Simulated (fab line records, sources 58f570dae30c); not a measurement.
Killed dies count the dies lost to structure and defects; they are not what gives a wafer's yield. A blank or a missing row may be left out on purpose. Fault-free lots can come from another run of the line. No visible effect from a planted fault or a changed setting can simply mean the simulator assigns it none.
Problem report in the 8D (eight disciplines) form, filled by code || flow berkeley-cmos170 || the parts of the form that need people (team, actions taken, sign-off) are left out

1. THE PROBLEM
Wafers without a fault read 37.00 with a standard deviation of 0.038, while exposure-dose-mJ-cm2 at UCB170_V2_EXPOSE_09 averages 36.74 across 3 wafers of 1 lot. That puts it -6.8 standard deviations away from the usual mean.
The step: exposes mask VIA2, target cd 700 nm.
Earliest sighting: wafer L891.2 on krf-scanner-02 at day 13 17:17. Wafers with a number at this step in the record: 15, from 5 lots. Rule for "out", or "out of limits": more than 4 standard deviations from the usual mean. All remaining wafers that have a number are taken as sound.

2. WHAT IT IS; WHAT IT IS NOT
{"question": "which readings at this step", "is": "exposure-dose-mJ-cm2", "is not": "reticle-temp-C"}
{"question": "which lots", "is": "L891", "is not": "L872, L881, L890, L893"}
{"question": "which wafers of those lots", "is": "all that have a number", "is not": "-"}
{"question": "read on which tools", "is": "krf-scanner-02", "is not": "krf-scanner-01"}
{"question": "when", "is": "from day 13 17:17", "is not": "up to then (9 sound wafers); but 3 sound wafers of L893 came after"}

3. SUSPECTS, AND WHAT RULES EACH OUT
Counting: a tool at a process step up to the reading stays a suspect if it ran every lot that is out and no sound lot after the first of them.
- rie-metal-01 at UCB170_M2_METAL_ETCH_18 (etches Al in Cl2/BCl3, stops on SiO2, target depth 1170 nm, time 195 s): ruled out as a lasting fault. Following L891 (day 13 14:59), the first lot on it that is out, the sound lots L893 were run on it.
- plasma-asher-02 at UCB170_M2_STRIP_19 (strips in O2): kept. It ran the lot that is out, L891 (day 13 15:10), and no sound lot after that.
- pecvd-01 at UCB170_V2_CVD_00 (deposits SiO2 from TEOS/O2, target thk 2000 nm, time 250 s): kept. It ran the lot that is out, L891 (day 13 15:23), and no sound lot after that.
- cmp-01 at UCB170_V2_CMP_02 (polishes SiO2): ruled out as a lasting fault. Following L891 (day 13 15:42), the first lot on it that is out, the sound lots L893 were run on it.
- krf-scanner-02 at UCB170_V2_EXPOSE_09 (exposes mask VIA2, target cd 700 nm): kept. It ran the lot that is out, L891 (day 13 17:17), and no sound lot after that; its last sound lot up to then is L881 (day 11 14:20). Its own readings are out on those wafers: exposure-dose-mJ-cm2.
plasma-asher-02 at UCB170_M2_STRIP_19, pecvd-01 at UCB170_V2_CVD_00 and krf-scanner-02 at UCB170_V2_EXPOSE_09 are what is left after counting.

4. THE CAUSE (what the simulator had put in)
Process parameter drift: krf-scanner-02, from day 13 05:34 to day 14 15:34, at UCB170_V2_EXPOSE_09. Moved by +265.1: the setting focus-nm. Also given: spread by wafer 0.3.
Counting left 3 suspects, and this tool is among them.

5. THE CHAIN OF EFFECTS, in route order
Each row: a reading whose mean over the struck wafers that have a number lies more than 3 standard deviations from the usual. Only readings whose record carries a usual standard deviation are examined. hours: median over the lots of the time between each lot's start at the first step of this table that gives one and its start at this step. sigmas: the change, counted in usual standard deviations.
{"hours": 0, "step": "UCB170_V2_EXPOSE_09", "reading": "exposure-dose-mJ-cm2", "usual": 37.00, "on struck wafers": 36.74, "change": -0.26, "sigmas": -6.8}
Here are the process steps it includes:
- UCB170_V2_EXPOSE_09: exposes mask VIA2, target cd 700 nm.

6. HOW IT WOULD HAVE BEEN CAUGHT EARLIER
In this record the first reading out of limits was taken at day 13 17:17, 12 hours after the fault began at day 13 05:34.
